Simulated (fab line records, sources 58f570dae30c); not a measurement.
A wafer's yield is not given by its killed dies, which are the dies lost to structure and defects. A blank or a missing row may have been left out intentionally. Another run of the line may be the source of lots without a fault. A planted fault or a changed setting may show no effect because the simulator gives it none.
A lot that was struck, set against a sound lot	flow berkeleyCmos170	16 out of 331 route steps
Sound: the wafers L803.1, L803.3, L803.4. Struck: wafer L815.6 (left out: L815.1, L815.4 of the same lot, which were not struck); the cause appears at the end.
Order at every step that has rows: each side's tool, ch and its chambers, its first start. Under that, the readings that differ: sound wafers	struck wafers	difference of the means	sigmas: that difference in standard deviations of wafers without a fault.
alike: words and numbers the same on both sides, and readings whose means are apart by under 2 such deviations; not compared: readings that were withheld, readings missing a value for some wafer, numbers with overlapping values and no deviation given by the record, and bounds like >300 which may hide the same value.
A row with sigmas, a row that says differs or no value, or rows on one side alone: a step with any of these is where the two part. When numbers do not overlap yet have no deviation, they are printed without sigmas and do not part them. A reading that every wafer of one side lacks parts them only if that side has two wafers or more.

UCB170_V2_CMP_02: polishes SiO2.
  sound on cmp-02 ch 0,1,2, day 9 10:11; struck on cmp-02 ch 1, day 11 05:59
reading	sound	struck	difference	sigmas
slurryFlowMlMin	149.6 149.3 149.0	150.2	+0.9	+2
  alike: motorCurrentA, platenRpm
UCB170_V2_BOW_MEAS_03:
  sound on filmMetro-02 at day 9 10:26; struck on filmMetro-02 at day 11 06:14
  alike: V2_BOW
UCB170_V2_THK_MEAS_04:
  sound on filmMetro-02 at day 9 10:33; struck on filmMetro-02 at day 11 06:22
  alike: V2_POLISHED_THK
then, 7 steps without rows for these wafers: UCB170_V2_CLEAN_05 (cleans in DIW); UCB170_V2_HMDS_06 (prime time 60 s); UCB170_V2_COAT_07 (resist thk 900 nm); UCB170_V2_SOFTBAKE_08 (time 60 s); UCB170_V2_EXPOSE_09 (exposes mask VIA2, target cd 700 nm); UCB170_V2_PEB_10; UCB170_V2_DEVELOP_11 (develop time 45 s).
UCB170_V2_CD_MEAS_12: the cd target is 700 nm.
  sound on cdSem-02 at day 9 11:46; struck on cdSem-02 at day 11 07:35
  alike: cdNm
UCB170_V2_OVL_MEAS_13:
  sound on overlay-02 at day 9 11:53; struck on overlay-02 at day 11 07:43
reading	sound	struck	difference	sigmas
V2_OVL (nm)	-10 -8 -9	4	+13	+3
UCB170_V2_ETCH_14: etches SiO2 in CHF3/CF4/Ar, stops on Al, target depth 1250 nm, time 291 s.
  sound on rieDiel-01 ch 0,1,2, day 9 11:55; struck on rieDiel-02 ch 3, day 11 07:45
reading	sound	struck	difference	sigmas
model.KrF_of_V2_COAT_07.thkNm (nm)	608.7 614.4 608.2	655.6	+45.2	
  alike: drypumpMotorCurrentA, oesProductAu, throttleValvePct
  not compared: rfHoursCounterH
UCB170_V2_STRIP_15: strips in O2.
  sound on plasmaAsher-02 ch 0,1, day 9 12:05; struck on plasmaAsher-04 ch 1, day 11 07:56
reading	sound	struck	difference	sigmas
stripTimeToEndpointS (s)	15.29 15.41 15.28	16.32	+0.99	+8
  alike: drypumpMotorCurrentA, o2FlowSccm, oesProductAu
  not compared: rfHoursCounterH
UCB170_V2_CD_MEAS_90: the cd target is 700 nm.
  sound on cdSem-01 at day 9 12:11; struck on cdSem-01 at day 11 08:02
  alike: cdNm
UCB170_M3_PROBE_99:
  sound on prober-01 at day 9 14:57; struck on prober-02 at day 11 12:55
reading	sound	struck	difference	sigmas
model.etest.antennaM3.vtShiftV (V)	-0.01557 -0.0158 -0.01855	-0.01321	+0.00343	

== WHERE THEY PART ==
Earliest at UCB170_V2_CMP_02; latest, in this record, at UCB170_V2_STRIP_15. Later steps at which nothing parts them and some readings are alike: UCB170_V2_CD_MEAS_90.

WHY: whatever the simulator had introduced
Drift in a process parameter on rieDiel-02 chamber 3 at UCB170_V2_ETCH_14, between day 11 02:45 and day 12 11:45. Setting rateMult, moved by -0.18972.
